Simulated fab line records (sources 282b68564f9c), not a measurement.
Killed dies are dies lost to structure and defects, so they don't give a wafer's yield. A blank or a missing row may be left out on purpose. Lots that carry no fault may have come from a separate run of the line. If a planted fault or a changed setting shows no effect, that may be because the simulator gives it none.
Struck lot and sound lot, side by side ; flow rit_cmos ; 15 out of 202 route steps
Sound: wafers L539.2, L539.4, L539.5. Struck: wafer L551.4. (L551.1, L551.3 of the same lot were not struck and are left out.) The cause comes at the end.
Each step with rows lists, per side, the tool, then ch with its chambers, then its first start. Under that, the readings that differ: sound wafers ; struck wafers ; difference of the means ; sigmas: that difference in standard deviations of wafers without a fault.
alike: a reading whose means differ by less than 2 such deviations, as well as words and numbers matching on both sides. not compared: withheld readings; readings where some wafer has no value; bounds like >300 that might hide an equal value; numbers whose values overlap and for which the record gives no deviation.
Wherever a step has rows on one side only, a row that says differs or no value, or a row with sigmas, the two part there. Numbers that have no deviation but don't overlap get no sigmas and don't part them. Lack of a reading on every wafer of one side parts them only where that side has two or more wafers.

first, 1 step without rows for these wafers: RIT_NWELL_IMPLANT_08.
RIT_NWELL_STRIP_09: strips in O2, time 180 s.
  sound on plasma_asher-04 ch 0,1, day 2 02:57; struck on plasma_asher-01 ch 1, day 4 15:11
  alike: drypump_motor_current_A, o2_flow_sccm
  not compared: rf_hours_counter_h
RIT_NWELL_TW_MEAS_10:
  sound on film_metro-04, day 2 03:08; struck on film_metro-02, day 4 15:22
reading;sound;struck;difference;sigmas
NWELL_TW;2122 2130 2133;2181;+53;+3
then, 6 steps without rows for these wafers: RIT_PWELL_HMDS_00 (prime time 60 s); RIT_PWELL_COAT_01 (resist thk 1300 nm); RIT_PWELL_SOFTBAKE_02 (time 60 s); RIT_PWELL_EXPOSE_03 (exposes mask M3, target cd 43700 nm); RIT_PWELL_PEB_04; RIT_PWELL_DEVELOP_05 (develop time 68 s).
RIT_PWELL_OVL_MEAS_06:
  sound on overlay-02, day 2 04:04; struck on overlay-02, day 4 16:18
  alike: PWELL_OVL
then, 2 steps without rows for these wafers: RIT_PWELL_HARDBAKE_07 (time 120 s); RIT_PWELL_IMPLANT_08.
RIT_PWELL_STRIP_09: strips in O2, time 180 s.
  sound on plasma_asher-02 ch 0,1, day 2 04:30; struck on plasma_asher-02 ch 0, day 4 16:44
reading;sound;struck;difference;sigmas
o2_flow_sccm (sccm);4001 3987 4009;4814;+815;+68
  alike: drypump_motor_current_A
  not compared: rf_hours_counter_h
RIT_PWELL_TW_MEAS_10:
  sound on film_metro-04, day 2 04:41; struck on film_metro-02, day 4 16:55
reading;sound;struck;difference;sigmas
PWELL_TW;946 942 942;960;+17;+2
RIT_M1_PROBE_99:
  sound on prober-02, day 3 14:51; struck on prober-01, day 6 03:44
  alike: killed_at_contacts, killed_at_front_end, killed_dies, killed_open, killed_short

== WHERE THEY PART ==
First at RIT_NWELL_TW_MEAS_10; last, within this record, at RIT_PWELL_TW_MEAS_10. Later steps at which nothing parts them and some readings are alike: RIT_M1_PROBE_99.

WHY: whatever the simulator had introduced
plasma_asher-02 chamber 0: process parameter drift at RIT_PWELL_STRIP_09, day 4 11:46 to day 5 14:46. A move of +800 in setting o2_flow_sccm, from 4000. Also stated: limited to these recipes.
